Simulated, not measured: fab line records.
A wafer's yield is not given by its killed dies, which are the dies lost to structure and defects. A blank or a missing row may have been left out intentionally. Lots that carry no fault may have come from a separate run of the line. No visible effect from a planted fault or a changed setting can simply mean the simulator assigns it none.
A lot that was struck, set against a sound lot | flow berkeleyCmos170 | 37 out of 331 route steps
Sound: the wafers L633.1, L633.4, L633.5. Wafers struck: L637.1, L637.2, L637.6. The cause is given at the end.
Order at every step that has rows: each side's tool, ch and its chambers, its first start. Under that, the readings that differ: sound wafers | struck wafers | difference of the means | sigmas: that difference in standard deviations of wafers without a fault.
alike: same words and numbers on both sides, and readings whose means sit less than 2 such deviations apart. not compared: any withheld reading, any reading some wafer has no value for, any bound like >300 that may hide the same value, and any number with overlapping values for which the record gives no deviation.
Wherever a step has rows on one side only, a row that says differs or no value, or a row with sigmas, the two part there. Non-overlapping numbers with no deviation appear without sigmas and do not part them. Lack of a reading on every wafer of one side parts them only where that side has two or more wafers.

first, 1 step without rows for these wafers: UCB170_SPACER_CVD_00 (deposits SiO2 from TEOS/O2, target thk 376 nm, time 47 s).
UCB170_SPACER_THK_MEAS_01:
  struck on filmMetro-02, day 7 15:20; sound on filmMetro-04, day 6 20:32
  alike: SPACER_TEOS_THK
then, 1 step without rows for these wafers: UCB170_SPACER_ANNEAL_02 (time 1800 s).
UCB170_SPACER_ETCHBACK_03: etches SiO2 in CHF3/CF4/Ar, stops on Si, target depth 376 nm, time 100 s.
  sound on rieDiel-03 ch 0,2,3, day 6 23:40; struck on rieDiel-03 ch 0,1,3, day 7 19:41
  alike: drypumpMotorCurrentA, oesProductAu, throttleValvePct
  not compared: rfHoursCounterH
then, 6 steps without rows for these wafers: UCB170_PSD_HMDS_00 (prime time 60 s); UCB170_PSD_COAT_01 (resist thk 900 nm); UCB170_PSD_SOFTBAKE_02 (time 60 s); UCB170_PSD_EXPOSE_03 (exposes mask PSELECT MOD, target cd 1200 nm); UCB170_PSD_PEB_04; UCB170_PSD_DEVELOP_05 (develop time 45 s).
UCB170_PSD_CD_MEAS_06: target cd 1200 nm.
  struck on cdSem-02, day 7 20:39; sound on cdSem-01, day 7 00:58
  alike: cdNm
UCB170_PSD_OVL_MEAS_07:
  struck on overlay-01, day 7 20:46; sound on overlay-02, day 7 01:05
  alike: PSD_OVL
UCB170_PSD_IMPLANT_08:
  sound on implanter-01 ch 0, day 7 01:08; struck on implanter-03 ch 0, day 7 21:07
UCB170_PSD_STRIP_09: strips in O2.
  sound on plasmaAsher-01 ch 0,1, day 7 01:17; struck on plasmaAsher-04 ch 0,1, day 7 21:16
reading                  | sound             | struck            | difference | sigmas
oesProductAu (a.u.)      | 0.601 0.597 0.599 | 0.523 0.518 0.519 | -0.079     | -19
stripTimeToEndpointS (s) | 29.52 29.48 29.40 | 37.70 37.72 37.72 | +8.25      | +99 or more
  alike: drypumpMotorCurrentA
  not compared: rfHoursCounterH
UCB170_PSD_TW_MEAS_10:
  struck on filmMetro-03, day 7 21:36; sound on filmMetro-01, day 7 01:23
reading | sound          | struck         | difference | sigmas
PSD_TW  | 2323 2325 2329 | 2853 2858 2859 | +531       | +44
then, 7 steps without rows for these wafers: UCB170_PSD_CLEAN_11 (cleans in SPM, time 600 s); UCB170_NSD_HMDS_00 (prime time 60 s); UCB170_NSD_COAT_01 (resist thk 900 nm); UCB170_NSD_SOFTBAKE_02 (time 60 s); UCB170_NSD_EXPOSE_03 (exposes mask NSELECT MOD, target cd 1200 nm); UCB170_NSD_PEB_04; UCB170_NSD_DEVELOP_05 (develop time 45 s).
UCB170_NSD_CD_MEAS_06: target cd 1200 nm.
  rows exist in the record for the sound wafers here (cdSem-02, day 7 02:29), none for the struck ones
UCB170_NSD_OVL_MEAS_07:
  rows exist in the record for the sound wafers here (overlay-02, day 7 02:37), none for the struck ones
following that, these wafers have no rows for 1 step: UCB170_NSD_IMPLANT_08.
UCB170_NSD_STRIP_09: strips in O2.
  the record has rows for the sound wafers here (plasmaAsher-03 ch 0,1, day 7 02:47) and none for the struck ones
UCB170_NSD_TW_MEAS_10:
  rows exist in the record for the sound wafers here (filmMetro-02, day 7 02:53), none for the struck ones
then, 4 steps without rows for these wafers: UCB170_NSD_CLEAN_11 (cleans in SPM, time 600 s); UCB170_BACKSIDE_HMDS_00 (prime time 60 s); UCB170_BACKSIDE_COAT_01 (resist thk 900 nm); UCB170_BACKSIDE_SOFTBAKE_02 (time 60 s).
UCB170_BACKSIDE_STRIP_03: strips in O2.
  the record has rows for the sound wafers here (plasmaAsher-04 ch 0,1, day 7 03:37) and none for the struck ones
then, 1 step without rows for these wafers: UCB170_BACKSIDE_CLEAN_04 (cleans in SPM, time 600 s).
UCB170_SDANNEAL_RTA_00: time 10 s.
  the record has rows for the sound wafers here (rtpAnneal-01 ch 0, day 7 03:53) and none for the struck ones
UCB170_SDANNEAL_RTA_01: time 5 s.
  the record has rows for the sound wafers here (rtpAnneal-01 ch 0, day 7 03:57) and none for the struck ones
UCB170_SDANNEAL_RS_MEAS_02: a four-point-probe measurement.
  rows exist in the record for the sound wafers here (filmMetro-03, day 7 04:01), none for the struck ones
UCB170_M3_PROBE_99:
  rows exist in the record for the sound wafers here (prober-01, day 8 05:48), none for the struck ones

== WHERE THEY PART ==
Last at UCB170_M3_PROBE_99 as far as this record goes, first at UCB170_PSD_STRIP_09.

WHY: whatever the simulator had introduced
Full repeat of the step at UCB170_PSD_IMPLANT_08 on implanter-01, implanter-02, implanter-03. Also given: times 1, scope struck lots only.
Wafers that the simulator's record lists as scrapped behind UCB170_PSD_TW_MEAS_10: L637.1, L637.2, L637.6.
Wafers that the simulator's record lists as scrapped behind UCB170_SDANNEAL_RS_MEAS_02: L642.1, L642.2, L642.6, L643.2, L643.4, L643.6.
